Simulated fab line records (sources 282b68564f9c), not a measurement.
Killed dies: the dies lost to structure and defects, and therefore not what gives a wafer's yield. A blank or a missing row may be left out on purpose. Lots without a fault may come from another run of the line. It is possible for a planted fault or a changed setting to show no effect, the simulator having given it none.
What tool caused it? :: flow rit cmos :: 6 lots, 18 wafers sampled, at 1 step of a route of 202

## WHAT EACH GAUGE READ, for each wafer
RIT_FOX2_THK_MEAS_90.
lot: L533
measured: day 2 01:38
on: film metro-01
FIELD_OXIDE_LEFT_1_THK (nm): 316 320 318

lot: L535
measured: day 2 10:28
on: film metro-02
FIELD_OXIDE_LEFT_1_THK (nm): 326 325 322

lot: L541
measured: day 3 16:45
on: film metro-01
FIELD_OXIDE_LEFT_1_THK (nm): 333 331 327

lot: L543
measured: day 4 03:06
on: film metro-01
FIELD_OXIDE_LEFT_1_THK (nm): 322 318 324

lot: L551
measured: day 5 18:13
on: film metro-01
FIELD_OXIDE_LEFT_1_THK (nm): 335 329 341

lot: L553
measured: day 6 05:44
on: film metro-02
FIELD_OXIDE_LEFT_1_THK (nm): 329 332 331

## TOOL THAT RAN EACH LOT (tool first, then ch and the chambers of the sampled wafers, then the start)
Record: no process step prior to these readings.

## THE ANSWER, worked out from the rows above alone
Rule: the lots themselves supply what counts as usual. The widest of any qualifying gaps counts: lots, ordered by their means at a reading, are off when they make up no more than a third of the lots, leave a main group of 4 or more, and stand apart from it by 3 or more times the standard deviation of that group's means. Not used: any main group whose means are identical at the precision the tables above print for the reading. A lot without any number at a reading at which 4 lots or more have one is off too. Any other lot the step has rows for is counted as sound.
No lot is off on any of the readings shown, so nothing can be concluded from this.

## WHAT THE SIMULATOR PUT IN
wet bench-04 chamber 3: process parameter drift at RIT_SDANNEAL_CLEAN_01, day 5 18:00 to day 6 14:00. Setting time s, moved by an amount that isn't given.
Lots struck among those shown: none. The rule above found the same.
